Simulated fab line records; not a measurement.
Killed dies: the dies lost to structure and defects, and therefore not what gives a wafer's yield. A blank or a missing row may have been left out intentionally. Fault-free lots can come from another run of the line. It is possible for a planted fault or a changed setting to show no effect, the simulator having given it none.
fab line records	flow rit_cmos
record lots=14	wafers=42	last_day=7
route steps=202 shown PWELL@48 PRETRO@70 NLDD@112 PLDD@122 M1@202
lots with no fault: from the same line, run without faults
start_h: the number of hours between the record's first day and the start of the first shown wafer of the lot	wait_h: hours from the lot's prior step to this one	" as in the row above	L1.1+2: several wafers, shown together as one row	- no value, or no start was given	* or withheld: withheld	< > ~ a bound
route shown NAME@n: names a module that has steps shown in the file, with the first one's number in the route	usual: average and standard deviation across the fault-free wafers	same: alike in all rows	chamber/n: place in a boat	sites: per-site readings	_std_site: the standard deviation of these	_edge_site: outer sites' mean less inner sites'	radius_mm: for every site, how far away it sits from the centre of the wafer	mask NAME#n: copy n	behind: tool/chamber where the wafer was last shaped	hold: why the lot went on hold/how many hours it stayed there/how the hold came to an end	device: the transistor (n, p or np) that didn't switch	end of line: the tests these same wafers got at the end of their route	a step without rows: its recipe alone	killed: count of dies lost to structure and defects at first sort (not the wafer's yield)	map: the dies of a wafer, with x for killed, . for not killed, _ for no die there
set.NAME: the run value of the setting; set.NAME@STEP: its run value at that earlier step	model.NAME: the simulator's own value behind a step, which no gauge read
one table for each step of the route and one row for each wafer, over a sample of lots
services: from which hour (start_h, from the record's first day; less than 0 if before it) a tool's chamber was out of use, for how many hours, and why
## steps
# step RIT_PWELL_STRIP_09
# recipe chemistry=O2	time_s=180	resist=NOVOLAK	platen_temp_c=withheld	power_w=500	pressure_mtorr=4000	o2_flow_sccm=4000
# usual drypump_motor_current_A=5.8/0.78
lot.wafer	tool	chamber	start_h	wait_h	drypump_motor_current_A	rf_hours_counter_h
L103.3	plasma_asher-01	1	29.12	0.1	6.0	-
L103.4	"	0	"	"	6.6	-
L103.5	"	0	"	"	6.6	-
L104.2	plasma_asher-02	0	35.83	0.1	4.6	39
L104.3	"	0	"	"	4.6	-
L104.4	"	1	"	"	6.4	-
L105.1	plasma_asher-01	1	39.83	0.1	6.0	39
L105.4	"	1	"	"	6.0	-
L105.6	"	0	"	"	6.6	-
L107.2	plasma_asher-03	0	49.82	0.1	6.2	24
L107.3	"	0	"	"	6.2	-
L107.4	"	1	"	"	5.1	-
L111.4	plasma_asher-01	1	69.32	0.1	6.0	-
L111.5	"	1	"	"	6.1	-
L111.6	"	0	"	"	6.6	-
L115.2	plasma_asher-02	0	89.35	0.1	4.6	45
L115.3	"	0	"	"	4.6	-
L115.5	"	0	"	"	4.6	-
L116.2	plasma_asher-03	0	94.25	0.1	6.1	29
L116.3	"	1	"	"	5.1	-
L116.5	"	0	"	"	6.1	-
L117.2	plasma_asher-02	1	98.18	0.1	6.4	46
L117.4	"	1	"	"	6.4	-
L117.5	"	0	"	"	4.6	-
L118.1	plasma_asher-01	1	104.88	0.1	6.1	46
L118.2	"	0	"	"	6.6	46
L118.4	"	1	"	"	6.0	-
L120.1	plasma_asher-03	0	115.83	0.1	6.1	31
L120.4	"	0	"	"	6.1	-
L120.5	"	1	"	"	5.1	-
L121.1	plasma_asher-02	1	119.24	0.1	6.4	0
L121.4	"	0	"	"	4.6	-
L121.5	"	1	"	"	6.4	-
L123.1	plasma_asher-01	1	128.98	0.1	6.1	49
L123.5	"	0	"	"	6.6	-
L123.6	"	1	"	"	6.1	-
L124.4	plasma_asher-02	0	134.39	0.1	4.6	-
L124.5	"	0	"	"	4.6	-
L124.6	"	1	"	"	6.4	-
L125.1	plasma_asher-02	0	139.92	0.1	4.6	2
L125.5	"	0	"	"	4.6	-
L125.6	"	1	"	"	6.4	-
# step RIT_PRETRO_OVL_MEAS_06
# usual PRETRO_OVL=0.3/1
lot.wafer	tool	chamber	start_h	wait_h	PRETRO_OVL[nm]
L103.3	overlay-02	-	37.41	-	-0.2
L103.4	"	-	"	"	1.3
L103.5	"	-	"	"	0.3
L104.2	overlay-02	-	45.47	-	-0.3
L104.3	"	-	"	"	0.0
L104.4	"	-	"	"	0.5
L105.1	overlay-02	-	48.95	-	-0.1
L105.4	"	-	"	"	0.4
L105.6	"	-	"	"	1.4
L107.2	overlay-02	-	57.98	-	1.2
L107.3	"	-	"	"	0.3
L107.4	"	-	"	"	1.5
L111.4	overlay-01	-	77.52	-	-0.7
L111.5	"	-	"	"	-1.0
L111.6	"	-	"	"	0.4
L115.2	overlay-01	-	98.11	-	0.5
L115.3	"	-	"	"	-0.9
L115.5	"	-	"	"	0.0
L116.2	overlay-01	-	102.57	-	0.9
L116.3	"	-	"	"	1.0
L116.5	"	-	"	"	1.4
L117.2	overlay-01	-	108.11	-	2.8
L117.4	"	-	"	"	3.5
L117.5	"	-	"	"	2.7
L118.1	overlay-02	-	113.06	-	1.1
L118.2	"	-	"	"	0.8
L118.4	"	-	"	"	-0.5
L120.1	overlay-02	-	125.10	-	-0.7
L120.4	"	-	"	"	-0.1
L120.5	"	-	"	"	-0.1
L121.1	overlay-02	-	127.80	-	2.1
L121.4	"	-	"	"	0.7
L121.5	"	-	"	"	0.6
L123.1	overlay-01	-	137.92	-	1.0
L123.5	"	-	"	"	0.1
L123.6	"	-	"	"	-0.2
L124.4	overlay-01	-	143.23	-	-0.3
L124.5	"	-	"	"	-0.4
L124.6	"	-	"	"	0.1
L125.1	overlay-02	-	149.48	-	0.7
L125.5	"	-	"	"	0.2
L125.6	"	-	"	"	2.3
# step RIT_NLDD_STRIP_09
# recipe chemistry=O2	time_s=180	resist=NOVOLAK	platen_temp_c=withheld	power_w=500	pressure_mtorr=4000	o2_flow_sccm=4000
# usual drypump_motor_current_A=5.9/0.7
lot.wafer	tool	chamber	start_h	wait_h	drypump_motor_current_A	rf_hours_counter_h
L103.3	plasma_asher-03	1	48.01	0.2	5.0	-
L103.4	"	0	"	"	6.1	-
L103.5	"	1	"	"	5.1	-
L104.2	plasma_asher-03	1	56.76	0.1	5.1	25
L104.3	"	0	"	"	6.1	-
L104.4	"	1	"	"	5.1	-
L105.1	plasma_asher-01	1	60.97	0.1	6.0	41
L105.4	"	0	"	"	6.6	-
L105.6	"	0	"	"	6.6	-
L107.2	plasma_asher-02	1	71.49	0.1	6.4	43
L107.3	"	0	"	"	4.6	-
L107.4	"	1	"	"	6.4	-
L111.4	plasma_asher-03	0	89.72	0.1	6.1	-
L111.5	"	1	"	"	5.1	-
L111.6	"	0	"	"	6.1	-
L115.2	plasma_asher-01	1	113.00	0.1	6.0	47
L115.3	"	0	"	"	6.6	-
L115.5	"	0	"	"	6.6	-
L116.2	plasma_asher-01	1	115.58	0.1	6.1	48
L116.3	"	0	"	"	6.6	-
L116.5	"	1	"	"	6.1	-
L117.2	plasma_asher-03	1	119.58	0.1	5.1	32
L117.4	"	1	"	"	5.1	-
L117.5	"	1	"	"	5.1	-
L118.1	plasma_asher-03	0	123.30	0.1	6.2	32
L118.2	"	1	"	"	5.1	32
L118.4	"	1	"	"	5.1	-
L120.1	plasma_asher-02	0	136.38	0.1	4.6	2
L120.4	"	0	"	"	4.6	-
L120.5	"	1	"	"	6.4	-
L121.1	plasma_asher-01	0	139.11	0.1	6.6	50
L121.4	"	0	"	"	6.6	-
L121.5	"	1	"	"	6.0	-
L123.1	plasma_asher-02	1	152.13	0.1	6.4	4
L123.5	"	0	"	"	4.6	-
L123.6	"	1	"	"	6.4	-
L124.4	plasma_asher-03	0	156.46	0.1	6.1	-
L124.5	"	0	"	"	6.1	-
L124.6	"	1	"	"	5.1	-
L125.1	plasma_asher-01	1	162.89	0.1	6.0	52
L125.5	"	0	"	"	6.6	-
L125.6	"	1	"	"	6.0	-
# step RIT_PLDD_IMPLANT_08
# recipe species=BF2	energy_kev=19.87	dose_cm2=9e+14	tilt_deg=7
lot.wafer	tool	chamber	start_h	wait_h
L103.3+4+5	implanter-02	0	49.62	0.2
L104.2+3+4	implanter-02	0	58.18	0.1
L105.1+4+6	implanter-02	0	62.46	0.1
L107.2+3+4	implanter-02	0	72.79	0.1
L111.4+5+6	implanter-04	0	91.01	0.1
L115.2+3+5	implanter-03	0	114.36	0.1
L116.2+3+5	implanter-03	0	117.00	0.1
L117.2+4+5	implanter-04	0	120.87	0.1
L118.1+2+4	implanter-03	0	124.57	0.1
L120.1+4+5	implanter-04	0	137.78	0.1
L121.1+4+5	implanter-03	0	140.38	0.1
L123.1+5+6	implanter-02	0	153.40	0.1
L124.4+5+6	implanter-02	0	157.95	0.1
L125.1+5+6	implanter-02	0	164.30	0.1
# step RIT_PLDD_TW_MEAS_10
# usual PLDD_TW=2346/19
lot.wafer	tool	chamber	start_h	wait_h	PLDD_TW
L103.3	film_metro-02	-	50.01	0.1	2342
L103.4	"	-	"	"	2351
L103.5	"	-	"	"	2340
L104.2	film_metro-02	-	58.49	0.1	2335
L104.3	"	-	"	"	2340
L104.4	"	-	"	"	2345
L105.1	film_metro-03	-	62.79	0.1	2156
L105.4	"	-	"	"	2322
L105.6	"	-	"	"	2265
L107.2	film_metro-01	-	73.10	0.1	2161
L107.3	"	-	"	"	2260
L107.4	"	-	"	"	2267
L111.4	film_metro-01	-	91.29	0.1	2343
L111.5	"	-	"	"	2360
L111.6	"	-	"	"	2357
L115.2	film_metro-03	-	114.67	0.1	2335
L115.3	"	-	"	"	2311
L115.5	"	-	"	"	2319
L116.2	film_metro-02	-	117.31	0.1	2354
L116.3	"	-	"	"	2338
L116.5	"	-	"	"	2359
L117.2	film_metro-02	-	121.18	0.1	2371
L117.4	"	-	"	"	2359
L117.5	"	-	"	"	2370
L118.1	film_metro-01	-	124.90	0.1	2362
L118.2	"	-	"	"	2351
L118.4	"	-	"	"	2359
L120.1	film_metro-03	-	138.10	0.1	2333
L120.4	"	-	"	"	2314
L120.5	"	-	"	"	2297
L121.1	film_metro-01	-	140.71	0.1	2355
L121.4	"	-	"	"	2356
L121.5	"	-	"	"	2366
L123.1	film_metro-03	-	153.72	0.1	2318
L123.5	"	-	"	"	2308
L123.6	"	-	"	"	2325
L124.4	film_metro-01	-	158.23	0.1	2346
L124.5	"	-	"	"	2354
L124.6	"	-	"	"	2359
L125.1	film_metro-02	-	164.63	0.1	2352
L125.5	"	-	"	"	2362
L125.6	"	-	"	"	2360
# step RIT_SDANNEAL_RS_MEAS_06
# recipe thk_meas_gauge=four-point-probe
# usual PLDD_RS=179.1/0.4
lot.wafer	tool	chamber	start_h	wait_h	PLDD_RS[ohm/sq]
L103.3	film_metro-03	-	56.41	0.1	178.9
L103.4	"	-	"	"	178.9
L103.5	"	-	"	"	178.4
L104.2	film_metro-03	-	64.81	0.1	179.0
L104.3	"	-	"	"	178.9
L104.4	"	-	"	"	179.1
L105.1	film_metro-03	-	69.56	0.1	183.4
L105.4	"	-	"	"	179.5
L105.6	"	-	"	"	181.7
L107.2	film_metro-02	-	79.34	0.1	183.8
L107.3	"	-	"	"	183.2
L107.4	"	-	"	"	182.3
L111.4	film_metro-01	-	97.76	0.1	179.0
L111.5	"	-	"	"	178.7
L111.6	"	-	"	"	179.4
L115.2	film_metro-01	-	120.74	0.1	179.0
L115.3	"	-	"	"	179.7
L115.5	"	-	"	"	179.6
L116.2	film_metro-02	-	123.58	0.1	179.9
L116.3	"	-	"	"	179.5
L116.5	"	-	"	"	179.3
L117.2	film_metro-02	-	127.28	0.1	178.7
L117.4	"	-	"	"	178.6
L117.5	"	-	"	"	178.9
L118.1	film_metro-02	-	131.06	0.1	179.3
L118.2	"	-	"	"	179.2
L118.4	"	-	"	"	179.0
L120.1	film_metro-02	-	144.30	0.1	178.6
L120.4	"	-	"	"	178.2
L120.5	"	-	"	"	179.3
L121.1	film_metro-02	-	147.15	0.1	178.7
L121.4	"	-	"	"	178.8
L121.5	"	-	"	"	179.3
L123.1	film_metro-01	-	159.93	0.1	179.0
L123.5	"	-	"	"	178.9
L123.6	"	-	"	"	179.4
L124.4	film_metro-03	-	166.12	0.1	178.6
L124.5	"	-	"	"	178.4
L124.6	"	-	"	"	179.3
L125.1	film_metro-01	-	170.81	0.1	178.5
L125.5	"	-	"	"	179.0
L125.6	"	-	"	"	178.8
# step RIT_M1_PROBE_99
# usual killed_at_contacts=0.1/0.23	killed_at_front_end=6/3.2	killed_dies=7/3.2	killed_open=3.4/1.8	killed_short=3.2/2.3
# same gross_dies=264	killed_at_M0_to_M3=0	killed_at_M4_up=0	killed_at_back_side=0	killed_at_other=0
lot.wafer	tool	chamber	start_h	wait_h	killed_at_contacts	killed_at_front_end	killed_dies	killed_open	killed_short
L107.2	prober-02	-	86.61	0.1	0	11	11	3	8
L107.3	prober-02	-	86.66	0.2	0	10	10	8	2
L107.4	prober-02	-	86.71	0.2	0	5	5	5	0
L117.2	prober-02	-	134.43	0.1	0	5	5	3	2
L117.4	prober-02	-	134.53	0.2	0	9	9	7	2
L117.5	prober-02	-	134.58	0.2	0	9	9	3	6
L118.1	prober-01	-	138.23	0.1	0	5	5	1	4
L118.2	prober-01	-	138.28	0.1	0	11	11	4	7
L118.4	prober-01	-	138.38	0.2	0	10	10	4	6
# killed by level:class
L107.2 GATE:geometric_particle:short=3 SILICIDE:geometric_particle:short=3 SILICIDE:geometric_particle:open=2 FOX2:geometric_particle:short=1 REOX:geometric_particle:open=1 REOX:geometric_particle:short=1
L107.3 SILICIDE:geometric_particle:open=4 GATE:geometric_particle:open=2 FOX1:geometric_particle:open=1 FOX2:geometric_particle:short=1 REOX:geometric_particle:short=1 SPACER:geometric_particle:open=1
L107.4 GATE:geometric_particle:open=2 FOX1:geometric_particle:open=1 FOX2:geometric_particle:open=1 SILICIDE:geometric_particle:open=1
L117.2 GATE:geometric_particle:open=3 FOX1:geometric_particle:short=1 SPACER:geometric_particle:short=1
L117.4 GATE:geometric_particle:open=5 FOX1:geometric_particle:short=1 FOX2:geometric_particle:open=1 GATE:geometric_particle:short=1 SPACER:geometric_particle:open=1
L117.5 GATE:geometric_particle:short=3 FOX2:geometric_particle:short=2 GATE:geometric_particle:open=2 FOX1:geometric_particle:short=1 FOX1:geometric_particle:open=1
L118.1 GATE:geometric_particle:short=2 FOX1:geometric_particle:open=1 REOX:geometric_particle:short=1 SILICIDE:geometric_particle:short=1
L118.2 GATE:geometric_particle:open=3 SILICIDE:geometric_particle:short=2 ACTIVE:geometric_particle:short=1 FOX1:geometric_particle:short=1 FOX2:geometric_particle:short=1 FOX2:geometric_particle:open=1 GATE:geometric_particle:short=1 REOX:geometric_particle:short=1
L118.4 FOX1:geometric_particle:short=2 GATE:geometric_particle:short=2 FOX2:geometric_particle:open=1 GATE:geometric_particle:open=1 REOX:geometric_particle:open=1 REOX:geometric_particle:short=1 SILICIDE:geometric_particle:open=1 SILICIDE:geometric_particle:short=1
## services
tool	chamber	start_h	hours	kind
implanter-02	-	7.87	2.8	repair
implanter-02	-	26.69	2.4	repair
implanter-03	-	86.60	14.4	repair
implanter-02	-	104.84	1.1	repair
plasma_asher-02	-	108.75	9.0	pm
plasma_asher-02	0	108.75	9.0	vent_cycle
plasma_asher-02	1	108.75	9.0	vent_cycle
plasma_asher-03	-	111.20	2.5	repair
implanter-02	-	111.78	1.7	repair
plasma_asher-02	0	117.75	-	clean
plasma_asher-02	1	117.75	-	clean
implanter-04	-	139.22	2.9	pm
implanter-03	-	144.09	6.0	pm
implanter-04	-	155.41	7.4	pm
plasma_asher-02	-	162.88	14.6	pm
## key
first_sign step=RIT_PLDD_TW_MEAS_10	reading=PLDD_TW	direction=down	sigmas=5.6	usual=2346	struck=2239	wafers_moved=5
effect step=RIT_SDANNEAL_RS_MEAS_06	reading=PLDD_RS	direction=up	sigmas=8.1	usual=179.1	struck=182.3	wafers_moved=5
met_at RIT_PLDD_IMPLANT_08
struck_lots L105,L107
rows_end L105.1,L105.4,L105.6
tester_left_out L107
not_acting_at RIT_PWELL_STRIP_09,RIT_PRETRO_OVL_MEAS_06,RIT_NLDD_STRIP_09
onset_between 58.18 62.46
fault kind=process_parameter_drift	tool=implanter-02	chamber=-	onset_h=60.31	steps=RIT_PLDD_IMPLANT_08	channel=tilt_deg	offset=-5	spread_by_wafer=0.3	shape=step	end_h=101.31	acts_in=these_recipes_only	stated=7
# tester_left_out: of these lots the tester's yield and bins aren't shown, on N5 and GAA mostly nor the transistor test; their killed dies are dies lost to structure and defects alone, not to doping, threshold or leakage, so they don't give the yield
# rows_end: these wafers met a further fault down the route, and their rows from its step on are left out
